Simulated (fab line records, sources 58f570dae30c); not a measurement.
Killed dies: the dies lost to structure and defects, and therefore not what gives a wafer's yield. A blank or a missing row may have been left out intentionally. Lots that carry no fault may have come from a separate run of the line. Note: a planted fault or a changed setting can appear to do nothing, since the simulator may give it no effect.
Which tool was responsible? || flow berkeley_cmos170 || 24 lots, 72 wafers sampled, at 6 steps of a route of 331

== WHAT THE GAUGES READ, wafer by wafer ==
UCB170_SCREENOX_THK_MEAS_02.
{"lot": "L075", "measured": "day 5 10:29", "on": "film_metro-04", "SCREENOX_OXIDE_THK (nm)": "13.9 13.8 13.8"}
{"lot": "L074", "measured": "day 5 10:28", "on": "film_metro-01", "SCREENOX_OXIDE_THK (nm)": "13.9 14.1 14.1"}
{"lot": "L076", "measured": "day 6 01:20", "on": "film_metro-02", "SCREENOX_OXIDE_THK (nm)": "14.3 14.3 14.4"}
{"lot": "L077", "measured": "day 6 01:20", "on": "film_metro-01", "SCREENOX_OXIDE_THK (nm)": "14.3 14.2 14.2"}
{"lot": "L078", "measured": "day 6 12:26", "on": "film_metro-02", "SCREENOX_OXIDE_THK (nm)": "13.9 13.8 14.1"}
{"lot": "L079", "measured": "day 6 12:26", "on": "film_metro-01", "SCREENOX_OXIDE_THK (nm)": "14.1 14.0 14.0"}
{"lot": "L080", "measured": "day 6 12:27", "on": "film_metro-04", "SCREENOX_OXIDE_THK (nm)": "14.5 14.4 14.4"}
{"lot": "L081", "measured": "day 6 16:31", "on": "film_metro-02", "SCREENOX_OXIDE_THK (nm)": "14.3 13.9 14.4"}
{"lot": "L082", "measured": "day 6 16:32", "on": "film_metro-04", "SCREENOX_OXIDE_THK (nm)": "14.2 14.3 14.1"}
{"lot": "L083", "measured": "day 7 14:38", "on": "film_metro-02", "SCREENOX_OXIDE_THK (nm)": "15.0 14.7 14.7"}
{"lot": "L084", "measured": "day 7 14:39", "on": "film_metro-04", "SCREENOX_OXIDE_THK (nm)": "14.4 14.6 14.5"}
{"lot": "L085", "measured": "day 7 14:38", "on": "film_metro-01", "SCREENOX_OXIDE_THK (nm)": "14.6 14.9 15.0"}
{"lot": "L086", "measured": "day 7 21:55", "on": "film_metro-02", "SCREENOX_OXIDE_THK (nm)": "14.8 15.0 14.9"}
{"lot": "L087", "measured": "day 7 21:54", "on": "film_metro-01", "SCREENOX_OXIDE_THK (nm)": "15.1 14.7 14.7"}
{"lot": "L088", "measured": "day 7 21:54", "on": "film_metro-04", "SCREENOX_OXIDE_THK (nm)": "14.3 13.9 14.0"}
{"lot": "L089", "measured": "day 8 11:22", "on": "film_metro-01", "SCREENOX_OXIDE_THK (nm)": "14.4 14.5 14.4"}
{"lot": "L090", "measured": "day 8 11:21", "on": "film_metro-02", "SCREENOX_OXIDE_THK (nm)": "14.6 14.8 14.6"}
{"lot": "L091", "measured": "day 8 11:22", "on": "film_metro-04", "SCREENOX_OXIDE_THK (nm)": "14.5 14.3 14.5"}
{"lot": "L092", "measured": "day 8 19:26", "on": "film_metro-02", "SCREENOX_OXIDE_THK (nm)": "14.6 14.5 14.6"}
{"lot": "L093", "measured": "day 10 03:57", "on": "film_metro-01", "SCREENOX_OXIDE_THK (nm)": "13.7 14.2 14.1"}
{"lot": "L094", "measured": "day 9 14:35", "on": "film_metro-04", "SCREENOX_OXIDE_THK (nm)": "15.0 14.9 14.8"}
{"lot": "L095", "measured": "day 10 10:00", "on": "film_metro-04", "SCREENOX_OXIDE_THK (nm)": "14.3 14.2 14.4"}
{"lot": "L097", "measured": "day 10 03:56", "on": "film_metro-04", "SCREENOX_OXIDE_THK (nm)": "14.6 14.3 14.1"}
{"lot": "L096", "measured": "day 10 18:06", "on": "film_metro-04", "SCREENOX_OXIDE_THK (nm)": "14.5 14.7 14.5"}

UCB170_M2_RS_MEAS_02: measures by four-point-probe.
{"lot": "L075", "measured": "day 7 16:43", "on": "film_metro-04", "M2_AL_RS (ohm/sq)": "0.0315 0.0315 0.0318"}
{"lot": "L074", "measured": "day 7 15:41", "on": "film_metro-03", "M2_AL_RS (ohm/sq)": "0.0315 0.0320 0.0316"}
{"lot": "L076", "measured": "day 8 09:57", "on": "film_metro-03", "M2_AL_RS (ohm/sq)": "0.0319 0.0325 0.0322"}
{"lot": "L077", "measured": "day 8 10:09", "on": "film_metro-01", "M2_AL_RS (ohm/sq)": "0.0332 0.0321 0.0318"}
{"lot": "L078", "measured": "day 8 17:41", "on": "film_metro-04", "M2_AL_RS (ohm/sq)": "0.0321 0.0316 0.0328"}
{"lot": "L079", "measured": "day 8 16:58", "on": "film_metro-03", "M2_AL_RS (ohm/sq)": "0.0331 0.0325 0.0329"}
{"lot": "L080", "measured": "day 8 17:25", "on": "film_metro-03", "M2_AL_RS (ohm/sq)": "0.0320 0.0329 0.0326"}
{"lot": "L081", "measured": "day 8 17:14", "on": "film_metro-01", "M2_AL_RS (ohm/sq)": "0.0318 0.0316 0.0317"}
{"lot": "L082", "measured": "day 8 17:09", "on": "film_metro-04", "M2_AL_RS (ohm/sq)": "0.0318 0.0329 0.0319"}
{"lot": "L083", "measured": "day 9 19:08", "on": "film_metro-04", "M2_AL_RS (ohm/sq)": "0.0323 0.0322 0.0324"}
{"lot": "L084", "measured": "day 9 18:37", "on": "film_metro-04", "M2_AL_RS (ohm/sq)": "0.0324 0.0325 0.0328"}
{"lot": "L085", "measured": "day 9 18:50", "on": "film_metro-03", "M2_AL_RS (ohm/sq)": "0.0323 0.0326 0.0326"}
{"lot": "L086", "measured": "day 10 07:35", "on": "film_metro-04", "M2_AL_RS (ohm/sq)": "0.0325 0.0318 0.0320"}
{"lot": "L087", "measured": "day 10 07:23", "on": "film_metro-01", "M2_AL_RS (ohm/sq)": "0.0317 0.0319 0.0319"}
{"lot": "L088", "measured": "day 10 07:04", "on": "film_metro-03", "M2_AL_RS (ohm/sq)": "0.0317 0.0320 0.0322"}
{"lot": "L089", "measured": "day 10 20:06", "on": "film_metro-03", "M2_AL_RS (ohm/sq)": "0.0318 0.0321 0.0320"}
{"lot": "L090", "measured": "day 10 23:25", "on": "film_metro-01", "M2_AL_RS (ohm/sq)": "0.0317 0.0327 0.0319"}
{"lot": "L091", "measured": "day 10 23:43", "on": "film_metro-03", "M2_AL_RS (ohm/sq)": "0.0326 0.0322 0.0326"}
{"lot": "L092", "measured": "day 11 11:44", "on": "film_metro-04", "M2_AL_RS (ohm/sq)": "0.0323 0.0324 0.0325"}
{"lot": "L093", "measured": "day 12 11:40", "on": "film_metro-03", "M2_AL_RS (ohm/sq)": "0.0321 0.0322 0.0322"}
{"lot": "L094", "measured": "day 12 00:48", "on": "film_metro-01", "M2_AL_RS (ohm/sq)": "0.0327 0.0321 0.0320"}
{"lot": "L095", "measured": "day 12 17:50", "on": "film_metro-01", "M2_AL_RS (ohm/sq)": "0.0325 0.0318 0.0325"}
{"lot": "L097", "measured": "day 12 11:23", "on": "film_metro-01", "M2_AL_RS (ohm/sq)": "0.0328 0.0325 0.0325"}
{"lot": "L096", "measured": "day 13 01:06", "on": "film_metro-04", "M2_AL_RS (ohm/sq)": "0.0331 0.0325 0.0324"}

UCB170_M2_CD_MEAS_15: target cd 700 nm.
{"lot": "L075", "measured": "day 7 18:32", "on": "cd_sem-02", "cd_nm (nm)": "699.8 698.5 698.7"}
{"lot": "L074", "measured": "day 7 17:26", "on": "cd_sem-02", "cd_nm (nm)": "700.4 700.0 699.5"}
{"lot": "L076", "measured": "day 8 11:43", "on": "cd_sem-01", "cd_nm (nm)": "699.4 699.4 697.6"}
{"lot": "L077", "measured": "day 8 11:55", "on": "cd_sem-02", "cd_nm (nm)": "700.8 701.5 699.9"}
{"lot": "L078", "measured": "day 8 21:29", "on": "cd_sem-01", "cd_nm (nm)": "698.4 699.4 699.1"}
{"lot": "L079", "measured": "day 8 20:36", "on": "cd_sem-02", "cd_nm (nm)": "701.2 701.2 700.4"}
{"lot": "L080", "measured": "day 8 21:25", "on": "cd_sem-02", "cd_nm (nm)": "700.9 700.0 701.2"}
{"lot": "L081", "measured": "day 8 21:04", "on": "cd_sem-01", "cd_nm (nm)": "700.7 700.9 701.4"}
{"lot": "L082", "measured": "day 8 20:53", "on": "cd_sem-02", "cd_nm (nm)": "700.4 700.6 701.1"}
{"lot": "L083", "measured": "day 9 21:00", "on": "cd_sem-01", "cd_nm (nm)": "699.2 700.1 697.6"}
{"lot": "L084", "measured": "day 9 20:22", "on": "cd_sem-02", "cd_nm (nm)": "700.3 700.3 701.1"}
{"lot": "L085", "measured": "day 9 20:43", "on": "cd_sem-02", "cd_nm (nm)": "701.2 700.8 700.5"}
{"lot": "L086", "measured": "day 10 09:46", "on": "cd_sem-02", "cd_nm (nm)": "696.8 695.8 697.7"}
{"lot": "L087", "measured": "day 10 09:23", "on": "cd_sem-02", "cd_nm (nm)": "699.1 698.3 698.7"}
{"lot": "L088", "measured": "day 10 09:08", "on": "cd_sem-02", "cd_nm (nm)": "700.1 699.4 699.8"}
{"lot": "L089", "measured": "day 10 22:06", "on": "cd_sem-02", "cd_nm (nm)": "703.4 704.5 705.3"}
{"lot": "L090", "measured": "day 11 02:38", "on": "cd_sem-01", "cd_nm (nm)": "699.4 701.2 699.4"}
{"lot": "L091", "measured": "day 11 02:56", "on": "cd_sem-01", "cd_nm (nm)": "701.1 701.9 702.3"}
{"lot": "L092", "measured": "day 11 15:06", "on": "cd_sem-02", "cd_nm (nm)": "700.6 700.3 700.2"}
{"lot": "L093", "measured": "day 12 14:02", "on": "cd_sem-01", "cd_nm (nm)": "700.9 701.6 700.4"}
{"lot": "L094", "measured": "day 12 03:47", "on": "cd_sem-02", "cd_nm (nm)": "700.4 699.7 700.0"}
{"lot": "L095", "measured": "day 12 19:43", "on": "cd_sem-02", "cd_nm (nm)": "700.6 699.4 698.5"}
{"lot": "L097", "measured": "day 12 14:14", "on": "cd_sem-02", "cd_nm (nm)": "701.7 701.3 703.3"}
{"lot": "L096", "measured": "day 13 04:28", "on": "cd_sem-01", "cd_nm (nm)": "702.2 700.7 700.8"}

UCB170_M2_CD_MEAS_90: target cd 700 nm.
{"lot": "L075", "measured": "day 7 19:13", "on": "cd_sem-02", "cd_nm (nm)": "701 701 700"}
{"lot": "L074", "measured": "day 7 17:55", "on": "cd_sem-02", "cd_nm (nm)": "698 700 698"}
{"lot": "L076", "measured": "day 8 12:23", "on": "cd_sem-02", "cd_nm (nm)": "703 702 702"}
{"lot": "L077", "measured": "day 8 12:24", "on": "cd_sem-01", "cd_nm (nm)": "700 698 699"}
{"lot": "L078", "measured": "day 8 22:10", "on": "cd_sem-01", "cd_nm (nm)": "696 697 695"}
{"lot": "L079", "measured": "day 8 21:16", "on": "cd_sem-02", "cd_nm (nm)": "701 701 699"}
{"lot": "L080", "measured": "day 8 22:05", "on": "cd_sem-02", "cd_nm (nm)": "700 701 703"}
{"lot": "L081", "measured": "day 8 21:35", "on": "cd_sem-01", "cd_nm (nm)": "701 701 700"}
{"lot": "L082", "measured": "day 8 21:34", "on": "cd_sem-02", "cd_nm (nm)": "699 696 698"}
{"lot": "L083", "measured": "day 9 21:29", "on": "cd_sem-01", "cd_nm (nm)": "696 695 697"}
{"lot": "L084", "measured": "day 9 20:51", "on": "cd_sem-01", "cd_nm (nm)": "704 704 704"}
{"lot": "L085", "measured": "day 9 21:13", "on": "cd_sem-02", "cd_nm (nm)": "703 704 702"}
{"lot": "L086", "measured": "day 10 10:15", "on": "cd_sem-02", "cd_nm (nm)": "695 688 697"}
{"lot": "L087", "measured": "day 10 09:52", "on": "cd_sem-01", "cd_nm (nm)": "698 699 696"}
{"lot": "L088", "measured": "day 10 09:37", "on": "cd_sem-01", "cd_nm (nm)": "699 696 701"}
{"lot": "L089", "measured": "day 10 22:35", "on": "cd_sem-01", "cd_nm (nm)": "705 704 705"}
{"lot": "L090", "measured": "day 11 03:07", "on": "cd_sem-02", "cd_nm (nm)": "701 700 704"}
{"lot": "L091", "measured": "day 11 03:26", "on": "cd_sem-02", "cd_nm (nm)": "697 699 698"}
{"lot": "L092", "measured": "day 11 15:35", "on": "cd_sem-01", "cd_nm (nm)": "695 696 696"}
{"lot": "L093", "measured": "day 12 14:31", "on": "cd_sem-02", "cd_nm (nm)": "694 697 694"}
{"lot": "L094", "measured": "day 12 04:16", "on": "cd_sem-02", "cd_nm (nm)": "701 698 698"}
{"lot": "L095", "measured": "day 12 20:12", "on": "cd_sem-02", "cd_nm (nm)": "698 697 697"}
{"lot": "L097", "measured": "day 12 14:43", "on": "cd_sem-01", "cd_nm (nm)": "703 702 702"}
{"lot": "L096", "measured": "day 13 04:58", "on": "cd_sem-01", "cd_nm (nm)": "702 696 699"}

== WHICH TOOL RAN EACH LOT (tool, then ch and the chambers of the sampled wafers, then the start) ==
{"lot": "L075", "UCB170_NWELL_STRIP_15": "plasma_asher-01 ch 0,1, day 2 11:48", "UCB170_PWELL_PEB_11": "litho_track-02 ch 0, day 3 06:06"}
{"lot": "L074", "UCB170_NWELL_STRIP_15": "plasma_asher-02 ch 0,1, day 2 11:49", "UCB170_PWELL_PEB_11": "litho_track-04 ch 0, day 3 06:00"}
{"lot": "L076", "UCB170_NWELL_STRIP_15": "plasma_asher-02 ch 0,1, day 2 20:04", "UCB170_PWELL_PEB_11": "litho_track-04 ch 0, day 3 13:52"}
{"lot": "L077", "UCB170_NWELL_STRIP_15": "plasma_asher-01 ch 0,1, day 3 00:31", "UCB170_PWELL_PEB_11": "litho_track-03 ch 0, day 3 15:20"}
{"lot": "L078", "UCB170_NWELL_STRIP_15": "plasma_asher-02 ch 0,1, day 3 08:01", "UCB170_PWELL_PEB_11": "litho_track-04 ch 0, day 4 03:52"}
{"lot": "L079", "UCB170_NWELL_STRIP_15": "plasma_asher-03 ch 0,1, day 3 12:24", "UCB170_PWELL_PEB_11": "litho_track-02 ch 0, day 4 03:32"}
{"lot": "L080", "UCB170_NWELL_STRIP_15": "plasma_asher-02 ch 0,1, day 3 12:43", "UCB170_PWELL_PEB_11": "litho_track-04 ch 0, day 4 03:37"}
{"lot": "L081", "UCB170_NWELL_STRIP_15": "plasma_asher-01 ch 0,1, day 3 21:35", "UCB170_PWELL_PEB_11": "litho_track-03 ch 0, day 4 11:40"}
{"lot": "L082", "UCB170_NWELL_STRIP_15": "plasma_asher-03 ch 0,1, day 3 21:52", "UCB170_PWELL_PEB_11": "litho_track-03 ch 0, day 4 11:59"}
{"lot": "L083", "UCB170_NWELL_STRIP_15": "plasma_asher-01 ch 0,1, day 4 06:17", "UCB170_PWELL_PEB_11": "litho_track-04 ch 0, day 5 05:57"}
{"lot": "L084", "UCB170_NWELL_STRIP_15": "plasma_asher-01 ch 0,1, day 4 12:04", "UCB170_PWELL_PEB_11": "litho_track-04 ch 0, day 5 06:42"}
{"lot": "L085", "UCB170_NWELL_STRIP_15": "plasma_asher-02 ch 0,1, day 4 15:08", "UCB170_PWELL_PEB_11": "litho_track-02 ch 0, day 5 08:38"}
{"lot": "L086", "UCB170_NWELL_STRIP_15": "plasma_asher-02 ch 0,1, day 4 23:02", "UCB170_PWELL_PEB_11": "litho_track-04 ch 0, day 5 17:55"}
{"lot": "L087", "UCB170_NWELL_STRIP_15": "plasma_asher-01 ch 0,1, day 4 23:16", "UCB170_PWELL_PEB_11": "litho_track-04 ch 0, day 5 18:08"}
{"lot": "L088", "UCB170_NWELL_STRIP_15": "plasma_asher-03 ch 0,1, day 5 07:14", "UCB170_PWELL_PEB_11": "litho_track-04 ch 0, day 5 20:05"}
{"lot": "L089", "UCB170_NWELL_STRIP_15": "plasma_asher-01 ch 0,1, day 5 14:16", "UCB170_PWELL_PEB_11": "litho_track-04 ch 0, day 6 13:17"}
{"lot": "L090", "UCB170_NWELL_STRIP_15": "plasma_asher-03 ch 0,1, day 5 14:20", "UCB170_PWELL_PEB_11": "litho_track-02 ch 0, day 6 13:29"}
{"lot": "L091", "UCB170_NWELL_STRIP_15": "plasma_asher-02 ch 0,1, day 5 19:00", "UCB170_PWELL_PEB_11": "litho_track-02 ch 0, day 6 13:48"}
{"lot": "L092", "UCB170_NWELL_STRIP_15": "plasma_asher-03 ch 0,1, day 6 03:55", "UCB170_PWELL_PEB_11": "litho_track-02 ch 0, day 8 19:26 or earlier"}
{"lot": "L093", "UCB170_NWELL_STRIP_15": "plasma_asher-02 ch 0,1, day 6 15:03", "UCB170_PWELL_PEB_11": "litho_track-04 ch 0, day 7 08:58"}
{"lot": "L094", "UCB170_NWELL_STRIP_15": "plasma_asher-03 ch 0,1, day 6 15:17", "UCB170_PWELL_PEB_11": "litho_track-02 ch 0, day 7 08:26"}
{"lot": "L095", "UCB170_NWELL_STRIP_15": "plasma_asher-02 ch 0,1, day 6 19:44", "UCB170_PWELL_PEB_11": "litho_track-03 ch 0, day 7 15:14"}
{"lot": "L097", "UCB170_NWELL_STRIP_15": "plasma_asher-01 ch 0,1, day 7 03:05", "UCB170_PWELL_PEB_11": "litho_track-03 ch 0, day 7 15:29"}
{"lot": "L096", "UCB170_NWELL_STRIP_15": "plasma_asher-01 ch 0,1, day 7 03:22", "UCB170_PWELL_PEB_11": "litho_track-02 ch 0, day 8 03:29"}
- UCB170_NWELL_STRIP_15: strips in O2.
- UCB170_PWELL_PEB_11

== WHAT THE TOOLS THEMSELVES READ (means of the sampled wafers that have a number; where no wafer has one, the mark that the record gives instead) ==
UCB170_NWELL_STRIP_15.
{"lot": "L075", "tool": "plasma_asher-01", "chamber_pressure_mTorr (mTorr)": 3499, "drypump_motor_current_A (A)": 6.2, "oes_product_au (a.u.)": 0.721, "strip_time_to_endpoint_s (s)": 17.89}
{"lot": "L074", "tool": "plasma_asher-02", "chamber_pressure_mTorr (mTorr)": 3500, "drypump_motor_current_A (A)": 5.9, "oes_product_au (a.u.)": 0.720, "strip_time_to_endpoint_s (s)": 18.06}
{"lot": "L076", "tool": "plasma_asher-02", "chamber_pressure_mTorr (mTorr)": 3499, "drypump_motor_current_A (A)": 5.8, "oes_product_au (a.u.)": 0.723, "strip_time_to_endpoint_s (s)": 18.08}
{"lot": "L077", "tool": "plasma_asher-01", "chamber_pressure_mTorr (mTorr)": 3499, "drypump_motor_current_A (A)": 6.2, "oes_product_au (a.u.)": 0.722, "strip_time_to_endpoint_s (s)": 17.96}
{"lot": "L078", "tool": "plasma_asher-02", "chamber_pressure_mTorr (mTorr)": 3497, "drypump_motor_current_A (A)": 6.0, "oes_product_au (a.u.)": 0.721, "strip_time_to_endpoint_s (s)": 17.99}
{"lot": "L079", "tool": "plasma_asher-03", "chamber_pressure_mTorr (mTorr)": 3500, "drypump_motor_current_A (A)": 5.4, "oes_product_au (a.u.)": 0.724, "strip_time_to_endpoint_s (s)": 17.96}
{"lot": "L080", "tool": "plasma_asher-02", "chamber_pressure_mTorr (mTorr)": 3500, "drypump_motor_current_A (A)": 5.8, "oes_product_au (a.u.)": 0.719, "strip_time_to_endpoint_s (s)": 18.02}
{"lot": "L081", "tool": "plasma_asher-01", "chamber_pressure_mTorr (mTorr)": 3500, "drypump_motor_current_A (A)": 6.2, "oes_product_au (a.u.)": 0.718, "strip_time_to_endpoint_s (s)": 18.16}
{"lot": "L082", "tool": "plasma_asher-03", "chamber_pressure_mTorr (mTorr)": 3501, "drypump_motor_current_A (A)": 5.4, "oes_product_au (a.u.)": 0.721, "strip_time_to_endpoint_s (s)": 17.93}
{"lot": "L083", "tool": "plasma_asher-01", "chamber_pressure_mTorr (mTorr)": 3498, "drypump_motor_current_A (A)": 6.2, "oes_product_au (a.u.)": 0.717, "strip_time_to_endpoint_s (s)": 17.96}
{"lot": "L084", "tool": "plasma_asher-01", "chamber_pressure_mTorr (mTorr)": 3497, "drypump_motor_current_A (A)": 6.2, "oes_product_au (a.u.)": 0.727, "strip_time_to_endpoint_s (s)": 18.01}
{"lot": "L085", "tool": "plasma_asher-02", "chamber_pressure_mTorr (mTorr)": 3500, "drypump_motor_current_A (A)": 5.8, "oes_product_au (a.u.)": 0.724, "strip_time_to_endpoint_s (s)": 18.11}
{"lot": "L086", "tool": "plasma_asher-02", "chamber_pressure_mTorr (mTorr)": 3496, "drypump_motor_current_A (A)": 6.0, "oes_product_au (a.u.)": 0.720, "strip_time_to_endpoint_s (s)": 18.16}
{"lot": "L087", "tool": "plasma_asher-01", "chamber_pressure_mTorr (mTorr)": 3499, "drypump_motor_current_A (A)": 6.2, "oes_product_au (a.u.)": 0.722, "strip_time_to_endpoint_s (s)": 18.01}
{"lot": "L088", "tool": "plasma_asher-03", "chamber_pressure_mTorr (mTorr)": 3497, "drypump_motor_current_A (A)": 5.4, "oes_product_au (a.u.)": 0.719, "strip_time_to_endpoint_s (s)": 18.00}
{"lot": "L089", "tool": "plasma_asher-01", "chamber_pressure_mTorr (mTorr)": 3500, "drypump_motor_current_A (A)": 6.2, "oes_product_au (a.u.)": 0.724, "strip_time_to_endpoint_s (s)": 18.09}
{"lot": "L090", "tool": "plasma_asher-03", "chamber_pressure_mTorr (mTorr)": 3502, "drypump_motor_current_A (A)": 5.4, "oes_product_au (a.u.)": 0.722, "strip_time_to_endpoint_s (s)": 18.10}
{"lot": "L091", "tool": "plasma_asher-02", "chamber_pressure_mTorr (mTorr)": 3498, "drypump_motor_current_A (A)": 5.8, "oes_product_au (a.u.)": 0.722, "strip_time_to_endpoint_s (s)": 18.03}
{"lot": "L092", "tool": "plasma_asher-03", "chamber_pressure_mTorr (mTorr)": 3499, "drypump_motor_current_A (A)": 5.4, "oes_product_au (a.u.)": 0.721, "strip_time_to_endpoint_s (s)": 17.92}
{"lot": "L093", "tool": "plasma_asher-02", "chamber_pressure_mTorr (mTorr)": 3500, "drypump_motor_current_A (A)": 6.0, "oes_product_au (a.u.)": 0.723, "strip_time_to_endpoint_s (s)": 18.08}
{"lot": "L094", "tool": "plasma_asher-03", "chamber_pressure_mTorr (mTorr)": 3499, "drypump_motor_current_A (A)": 5.4, "oes_product_au (a.u.)": 0.719, "strip_time_to_endpoint_s (s)": 18.06}
{"lot": "L095", "tool": "plasma_asher-02", "chamber_pressure_mTorr (mTorr)": 3502, "drypump_motor_current_A (A)": 5.8, "oes_product_au (a.u.)": 0.715, "strip_time_to_endpoint_s (s)": 17.96}
{"lot": "L097", "tool": "plasma_asher-01", "chamber_pressure_mTorr (mTorr)": 3503, "drypump_motor_current_A (A)": 6.2, "oes_product_au (a.u.)": 0.721, "strip_time_to_endpoint_s (s)": 18.13}
{"lot": "L096", "tool": "plasma_asher-01", "chamber_pressure_mTorr (mTorr)": 3501, "drypump_motor_current_A (A)": 5.8, "oes_product_au (a.u.)": 0.719, "strip_time_to_endpoint_s (s)": 18.02}

UCB170_PWELL_PEB_11.
{"lot": "L075", "tool": "litho_track-02", "heater_power_total_W (W)": 56.90, "plate_sensor_t_centre_C (C)": 131.40, "plate_sensor_t_edge_C (C)": 131.54}
{"lot": "L074", "tool": "litho_track-04", "heater_power_total_W (W)": 56.92, "plate_sensor_t_centre_C (C)": 131.42, "plate_sensor_t_edge_C (C)": 131.53}
{"lot": "L076", "tool": "litho_track-04", "heater_power_total_W (W)": 56.93, "plate_sensor_t_centre_C (C)": 131.41, "plate_sensor_t_edge_C (C)": 131.52}
{"lot": "L077", "tool": "litho_track-03", "heater_power_total_W (W)": 56.87, "plate_sensor_t_centre_C (C)": 131.41, "plate_sensor_t_edge_C (C)": 131.53}
{"lot": "L078", "tool": "litho_track-04", "heater_power_total_W (W)": 56.91, "plate_sensor_t_centre_C (C)": 131.40, "plate_sensor_t_edge_C (C)": 131.52}
{"lot": "L079", "tool": "litho_track-02", "heater_power_total_W (W)": 56.93, "plate_sensor_t_centre_C (C)": 131.40, "plate_sensor_t_edge_C (C)": 131.53}
{"lot": "L080", "tool": "litho_track-04", "heater_power_total_W (W)": 56.88, "plate_sensor_t_centre_C (C)": 131.42, "plate_sensor_t_edge_C (C)": 131.54}
{"lot": "L081", "tool": "litho_track-03", "heater_power_total_W (W)": 56.90, "plate_sensor_t_centre_C (C)": 131.40, "plate_sensor_t_edge_C (C)": 131.53}
{"lot": "L082", "tool": "litho_track-03", "heater_power_total_W (W)": 56.87, "plate_sensor_t_centre_C (C)": 131.40, "plate_sensor_t_edge_C (C)": 131.54}
{"lot": "L083", "tool": "litho_track-04", "heater_power_total_W (W)": 56.90, "plate_sensor_t_centre_C (C)": 131.41, "plate_sensor_t_edge_C (C)": 131.53}
{"lot": "L084", "tool": "litho_track-04", "heater_power_total_W (W)": 56.91, "plate_sensor_t_centre_C (C)": 131.40, "plate_sensor_t_edge_C (C)": 131.52}
{"lot": "L085", "tool": "litho_track-02", "heater_power_total_W (W)": 56.87, "plate_sensor_t_centre_C (C)": 131.41, "plate_sensor_t_edge_C (C)": 131.53}
{"lot": "L086", "tool": "litho_track-04", "heater_power_total_W (W)": 56.92, "plate_sensor_t_centre_C (C)": 131.41, "plate_sensor_t_edge_C (C)": 131.54}
{"lot": "L087", "tool": "litho_track-04", "heater_power_total_W (W)": 56.92, "plate_sensor_t_centre_C (C)": 131.41, "plate_sensor_t_edge_C (C)": 131.54}
{"lot": "L088", "tool": "litho_track-04", "heater_power_total_W (W)": 56.89, "plate_sensor_t_centre_C (C)": 131.41, "plate_sensor_t_edge_C (C)": 131.54}
{"lot": "L089", "tool": "litho_track-04", "heater_power_total_W (W)": 56.87, "plate_sensor_t_centre_C (C)": 131.39, "plate_sensor_t_edge_C (C)": 131.53}
{"lot": "L090", "tool": "litho_track-02", "heater_power_total_W (W)": 56.91, "plate_sensor_t_centre_C (C)": 131.40, "plate_sensor_t_edge_C (C)": 131.53}
{"lot": "L091", "tool": "litho_track-02", "heater_power_total_W (W)": 56.89, "plate_sensor_t_centre_C (C)": 131.42, "plate_sensor_t_edge_C (C)": 131.53}
{"lot": "L092", "tool": "litho_track-02", "heater_power_total_W (W)": 56.89, "plate_sensor_t_centre_C (C)": 131.40, "plate_sensor_t_edge_C (C)": 131.54}
{"lot": "L093", "tool": "litho_track-04", "heater_power_total_W (W)": 56.96, "plate_sensor_t_centre_C (C)": 131.41, "plate_sensor_t_edge_C (C)": 131.52}
{"lot": "L094", "tool": "litho_track-02", "heater_power_total_W (W)": 56.91, "plate_sensor_t_centre_C (C)": 131.40, "plate_sensor_t_edge_C (C)": 131.53}
{"lot": "L095", "tool": "litho_track-03", "heater_power_total_W (W)": 56.89, "plate_sensor_t_centre_C (C)": 131.41, "plate_sensor_t_edge_C (C)": 131.53}
{"lot": "L097", "tool": "litho_track-03", "heater_power_total_W (W)": 56.89, "plate_sensor_t_centre_C (C)": 131.41, "plate_sensor_t_edge_C (C)": 131.53}
{"lot": "L096", "tool": "litho_track-02", "heater_power_total_W (W)": 56.92, "plate_sensor_t_centre_C (C)": 131.41, "plate_sensor_t_edge_C (C)": 131.53}

== THE ANSWER, worked out from the rows above alone ==
Rule: what is usual is taken from the lots themselves. The widest of any qualifying gaps counts: lots, ordered by their means at a reading, are off when they make up no more than a third of the lots, leave a main group of 4 or more, and stand apart from it by 3 or more times the standard deviation of that group's means. The tables above print the reading to a certain number of digits; a main group whose means all agree to those digits is not used. A lot without any number at a reading at which 4 lots or more have one is off too. Any other lot the step has rows for is counted as sound. After the gauges, taken in route order, come the tools' own readings; for these a lot's mean is taken, as printed above. At the first step where some lot is off, the reading lying furthest off is the one used; lots without a number count as furthest.
None of the lots is off at any reading shown; this tells nothing.

== WHAT THE SIMULATOR PUT IN ==
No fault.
